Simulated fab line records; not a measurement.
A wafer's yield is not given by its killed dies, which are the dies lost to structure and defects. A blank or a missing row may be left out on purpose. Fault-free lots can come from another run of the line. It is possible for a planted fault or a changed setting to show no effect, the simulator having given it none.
Struck lot and sound lot, side by side :: flow berkeley cmos170 :: 14 steps out of a route of 331
Sound: these wafers, L189.1, L189.2, L189.4. Wafers L199.3, L199.4, L199.6 were the ones struck. The cause is named last.
At each step with rows: each side's tool, then ch and its chambers, then its first start. Under that, the readings that differ: sound wafers :: struck wafers :: difference of the means :: sigmas: that difference in standard deviations of wafers without a fault.
alike: a reading whose means differ by less than 2 such deviations, as well as words and numbers matching on both sides. not compared: withheld readings; readings where some wafer has no value; bounds like >300 that might hide an equal value; numbers whose values overlap and for which the record gives no deviation.
The two part at a step that has a row with sigmas, a row that says differs or no value, or rows on one side only. Non-overlapping numbers with no deviation appear without sigmas and do not part them. A reading missing from all wafers of one side parts the sides only when that side holds two or more wafers.

UCB170_START_BOW_MEAS_00:
  sound on film metro-04 at day 1 20:00; struck on film metro-03 at day 3 22:02
  alike: INCOMING_BOW
then, 2 steps without rows for these wafers: UCB170_START_CLEAN_01 (cleans in dHF, time 60 s); UCB170_START_OXIDATION_02 (target thk 20 nm, ox time 1800 s).
UCB170_START_THK_MEAS_03:
  sound on film metro-04 at day 2 03:05; struck on film metro-04 at day 4 03:49
  alike: START_OXIDE_THK
then, 7 steps without rows for these wafers: UCB170_START_ANNEAL_04 (time 1200 s); UCB170_ZERO_HMDS_00 (prime time 60 s); UCB170_ZERO_COAT_01 (resist thk 900 nm); UCB170_ZERO_SOFTBAKE_02 (time 60 s); UCB170_ZERO_EXPOSE_03 (exposes mask PM MARKS, target cd 4000 nm); UCB170_ZERO_PEB_04; UCB170_ZERO_DEVELOP_05 (develop time 45 s).
UCB170_ZERO_ETCH_06: etches SiO2 in CHF3/CF4/Ar, time 12 s.
  sound on rie diel-02 ch 0,1,3, day 2 10:50; struck on rie diel-02 ch 2,3, day 4 10:20
  no value came back on the struck wafers for any of 6 readings (CHF3_flow_sccm (sccm), cf4 flow sccm (sccm) and others); on the sound wafers CHF3_flow_sccm (sccm) reads 49.89 50.07 49.84
UCB170_ZERO_STRIP_07: strips in O2.
  sound on plasma asher-02 ch 0,1, day 2 10:51; struck on plasma asher-04 ch 0,1, day 4 10:23
reading: strip time to endpoint s (s)
sound: 21.45 21.43 21.47
struck: 21.61 21.59 21.58
difference: +0.14
sigmas: +3
  alike: drypump motor current A, oes product au
  not compared: rf hours counter h
-- the record jumps here: 7 days lie between the struck wafers' starts before and after (it left off in module ZERO and takes up again in module M3, whose first step shown is number 331 of the route) --
UCB170_M3_PROBE_99:
  rows exist in the record for the struck wafers here (prober-02, day 11 00:20), but not for the sound ones

## WHERE THEY PART
First at UCB170_ZERO_ETCH_06; last, within this record, at UCB170_M3_PROBE_99.

WHY: whatever the simulator had introduced
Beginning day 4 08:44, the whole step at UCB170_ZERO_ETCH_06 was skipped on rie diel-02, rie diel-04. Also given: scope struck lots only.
